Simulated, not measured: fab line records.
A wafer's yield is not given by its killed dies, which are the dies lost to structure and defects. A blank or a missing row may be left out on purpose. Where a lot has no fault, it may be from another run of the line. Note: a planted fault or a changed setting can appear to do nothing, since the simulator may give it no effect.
One fault through the eyes of 2 desks ; flow berkeley_cmos170 ; what lay behind the numbers comes last; until then each desk has only its own

AT THE METROLOGY DESK
Lot by lot, what the gauges showed, no matter which tool ran the lot: averages of those sampled wafers that carry a number. Any lot whose mean is over 4 standard deviations away from the usual mean is out of limits and marked OUT; that distance is given in the brackets.
Columns: A = cd_nm at UCB170_GATE_CD_MEAS_90, usual 350.1 nm
lot;first seen here;A
L235;day 5 20:46;347.2
L237;day 6 22:31;349.6
L238;day 7 12:41;349.4
L239;day 7 12:50;348.6
L240;day 7 12:55;349.1
L242;day 7 21:37;350.2
L241;day 7 21:49;351.1
L243;day 8 04:28;348.7
L247;day 8 20:44;349.6
L249;day 9 06:40;349.8
L254;day 9 21:26;350.1
L253;day 9 21:33;348.5
L258;day 10 18:26;351.8
L256;day 10 18:38;351.2
This desk's finding: nothing out of limits on any of the 14 lots.

DESK OF THE TOOL OWNER: litho_track-01
The tool's own readings at UCB170_NLDD_DEVELOP_05 (develop time 45 s): means of the sampled wafers that have a number, for each lot that ran on this tool. Any lot whose mean is over 4 standard deviations away from the usual mean is out of limits and marked OUT; that distance is given in the brackets.
Columns: A = developer_temp_C at UCB170_NLDD_DEVELOP_05, usual 21.01 C; B = exhaust_pa at UCB170_NLDD_DEVELOP_05, usual 44.9 Pa
lot;first seen here;A;B
L235;day 6 00:00;20.98;45.4
L237;day 7 01:00;20.95;45.9
L240;day 7 16:00;20.92;43.8
L249;day 9 09:00;20.08 (-8.5) OUT;45.0
L253;day 10 01:00;20.22 (-7.2) OUT;45.0
This desk finds L249, L253 out of limits, L249 being first, at day 9 09:00 (developer_temp_C at UCB170_NLDD_DEVELOP_05). L235, L237, L240 stayed within limits.

PUT TOGETHER
The tool owner's desk could have raised an alarm at day 9 09:00, on L249, L253.
Nothing out of limits was seen by the metrology desk.
The metrology desk holds a record of L249, L253, inside its limits.
On litho_track-01, each named lot ran UCB170_NLDD_DEVELOP_05.

WHAT HAD BEEN PUT IN BY THE SIMULATOR
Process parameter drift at UCB170_NLDD_DEVELOP_05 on litho_track-01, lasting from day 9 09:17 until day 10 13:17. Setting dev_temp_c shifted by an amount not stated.
Struck lots among those shown: L249, L253.
